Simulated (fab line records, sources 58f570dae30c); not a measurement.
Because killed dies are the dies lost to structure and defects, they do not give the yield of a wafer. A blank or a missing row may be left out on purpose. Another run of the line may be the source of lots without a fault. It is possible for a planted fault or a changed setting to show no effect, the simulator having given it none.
The tool behind it: which one? :: flow berkeleyCmos170 :: 7 lots, 21 wafers sampled, at 4 steps of a route of 331

WHAT EACH GAUGE READ, for each wafer
UCB170_PLDD_TW_MEAS_11.
lot: L459
measured: day 9 00:41
on: filmMetro-03
PLDD_TW: 957 965 954

lot: L462
measured: day 9 18:50
on: filmMetro-03
PLDD_TW: 960 960 959

lot: L469
measured: day 11 08:52
on: filmMetro-03
PLDD_TW: 999 999 998

lot: L472
measured: day 11 22:29
on: filmMetro-02
PLDD_TW: 1007 1008 1007

lot: L475
measured: day 13 00:36
on: filmMetro-02
PLDD_TW: 1008 1007 1013

lot: L476
measured: day 13 12:41
on: filmMetro-01
PLDD_TW: 990 989 990

lot: L479
measured: day 13 18:05
on: filmMetro-01
PLDD_TW: 991 989 988

EACH LOT AND THE TOOL THAT RAN IT (in order: tool; ch and the chambers of the sampled wafers; start)
lot: L459
UCB170_PWELL_ETCH_14: rieDiel-02 ch 0,2,3, day 4 02:23
UCB170_ACTIVE_ETCH_15: rieDiel-01 ch 1,2,3, day 5 12:06
UCB170_PLDD_IMPLANT_09: implanter-04 ch 0, day 9 00:26

lot: L462
UCB170_PWELL_ETCH_14: rieDiel-01 ch 0,2,3, day 4 18:49
UCB170_ACTIVE_ETCH_15: rieDiel-01 ch 0,1, day 6 05:14
UCB170_PLDD_IMPLANT_09: implanter-04 ch 0, day 9 18:38

lot: L469
UCB170_PWELL_ETCH_14: rieDiel-01 ch 0,1,3, day 6 01:06
UCB170_ACTIVE_ETCH_15: rieDiel-02 ch 0,1,3, day 8 00:22
UCB170_PLDD_IMPLANT_09: implanter-02 ch 0, day 11 08:37

lot: L472
UCB170_PWELL_ETCH_14: rieDiel-03 ch 0,2,3, day 6 13:41
UCB170_ACTIVE_ETCH_15: rieDiel-01 ch 0,1,3, day 8 13:12
UCB170_PLDD_IMPLANT_09: implanter-03 ch 0, day 11 22:14

lot: L475
UCB170_PWELL_ETCH_14: rieDiel-01 ch 0,1,2, day 7 22:29
UCB170_ACTIVE_ETCH_15: rieDiel-04 ch 0,1, day 9 19:20
UCB170_PLDD_IMPLANT_09: implanter-03 ch 0, day 13 00:21

lot: L476
UCB170_PWELL_ETCH_14: rieDiel-02 ch 0,1,2, day 8 10:31
UCB170_ACTIVE_ETCH_15: rieDiel-02 ch 0,1,2, day 10 08:25
UCB170_PLDD_IMPLANT_09: implanter-03 ch 0, day 13 12:26

lot: L479
UCB170_PWELL_ETCH_14: rieDiel-01 ch 1,2,3, day 8 23:41
UCB170_ACTIVE_ETCH_15: rieDiel-04 ch 1,2,3, day 11 01:08
UCB170_PLDD_IMPLANT_09: implanter-03 ch 0, day 13 17:50
- UCB170_PWELL_ETCH_14: etches Si3N4 in CH3F/Ar/O2, stops on SiO2, target depth 242 nm, time 151 s.
- UCB170_ACTIVE_ETCH_15: etches Si3N4 in CH3F/Ar/O2, stops on SiO2, target depth 242 nm, time 151 s.
- UCB170_PLDD_IMPLANT_09

THE ANSWER, worked out from the rows above alone
Rule: what is usual is taken from the lots themselves. Put in order of their means at a reading, lots are off if they are a third of the lots or fewer, leave a main group of 4 or more, and stand apart from it by a gap of 3 or more times the standard deviation of the main group's means; of several such gaps the widest counts. Not used: any main group whose means are identical at the precision the tables above print for the reading. Also off: a lot with no number at a reading for which 4 or more lots have one. Where the step has rows for the other lots, those lots are counted as sound.
Off: L459, L462, at UCB170_PLDD_TW_MEAS_11 (PLDD_TW). The main group: mean 999, standard deviation 8.4.
A tool fits if, at a process step before that reading, it ran every lot that is off, and no sound lot after the first of them. Those tools and the gauges at UCB170_PLDD_TW_MEAS_11 are tried in the same way. One fits: UCB170_PLDD_IMPLANT_09 on implanter-04. It ran no sound lot before its first lot that is off in this sample, so the start can't be narrowed down.

WHAT THE SIMULATOR HAD PUT IN
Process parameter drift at UCB170_PLDD_IMPLANT_09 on implanter-04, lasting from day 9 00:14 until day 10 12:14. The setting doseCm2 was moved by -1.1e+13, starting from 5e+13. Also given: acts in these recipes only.
Struck lots among those shown: L459, L462. This agrees with what the rule above found.
